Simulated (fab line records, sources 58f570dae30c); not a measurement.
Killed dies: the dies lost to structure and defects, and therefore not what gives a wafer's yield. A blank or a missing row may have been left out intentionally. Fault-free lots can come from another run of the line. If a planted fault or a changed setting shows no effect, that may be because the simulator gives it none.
What tool caused it?	flow berkeley_cmos170	7 lots with 21 wafers sampled at 2 steps, on a route of 331 steps

== WHAT THE GAUGES SHOWED, per wafer ==
UCB170_CONTACT_THK_MEAS_02.
lot	measured	on	CONTACT_PSG_THK (nm)
L106	day 9 00:40	film_metro-03	711 706 703
L108	day 10 00:08	film_metro-02	702 703 705
L110	day 9 23:47	film_metro-01	697 696 694
L112	day 10 08:25	film_metro-03	693 692 698
L114	day 10 17:54	film_metro-02	704 702 697
L120	day 11 12:56	film_metro-03	556 559 549
L123	day 12 12:05	film_metro-01	700 703 703

== WHAT TOOL EACH LOT RAN ON (gives the tool, then ch and the chambers of the sampled wafers, and finally the start) ==
lot	UCB170_CONTACT_CVD_01
L106	lpcvd-01 ch 0, day 8 22:51
L108	lpcvd-01 ch 0, day 9 21:28
L110	lpcvd-02 ch 0, day 9 21:59
L112	lpcvd-02 ch 0, day 10 06:38
L114	lpcvd-01 ch 0, day 10 16:07
L120	lpcvd-02 ch 1, day 11 11:08
L123	lpcvd-01 ch 1, day 12 10:18
- UCB170_CONTACT_CVD_01: deposits PSG from SiH4/O2/PH3, target thk 700 nm, time 2820 s.

== THE ANSWER, worked out from the rows above alone ==
Rule: the lots themselves supply what counts as usual. Put in order of their means at a reading, lots are off if they are a third of the lots or fewer, leave a main group of 4 or more, and stand apart from it by a gap of 3 or more times the standard deviation of the main group's means; of several such gaps the widest counts. If all means in a main group match to the digits the tables above print for the reading, that group is not used. Also off: a lot with no number at a reading for which 4 or more lots have one. Any other lot the step has rows for is counted as sound.
Off: L120, at UCB170_CONTACT_THK_MEAS_02 (CONTACT_PSG_THK). Mean 700 nm and standard deviation 4.3 in the main group.
If a tool, at a process step before that reading, ran all the lots that are off and no sound lot after the first of them, it fits. Gauges at UCB170_CONTACT_THK_MEAS_02: tried the same way as those tools. This does not decide it: 2 tools fit, namely lpcvd-02 at UCB170_CONTACT_CVD_01 and film_metro-03 at UCB170_CONTACT_THK_MEAS_02.

== WHAT THE SIMULATOR HAD PUT IN ==
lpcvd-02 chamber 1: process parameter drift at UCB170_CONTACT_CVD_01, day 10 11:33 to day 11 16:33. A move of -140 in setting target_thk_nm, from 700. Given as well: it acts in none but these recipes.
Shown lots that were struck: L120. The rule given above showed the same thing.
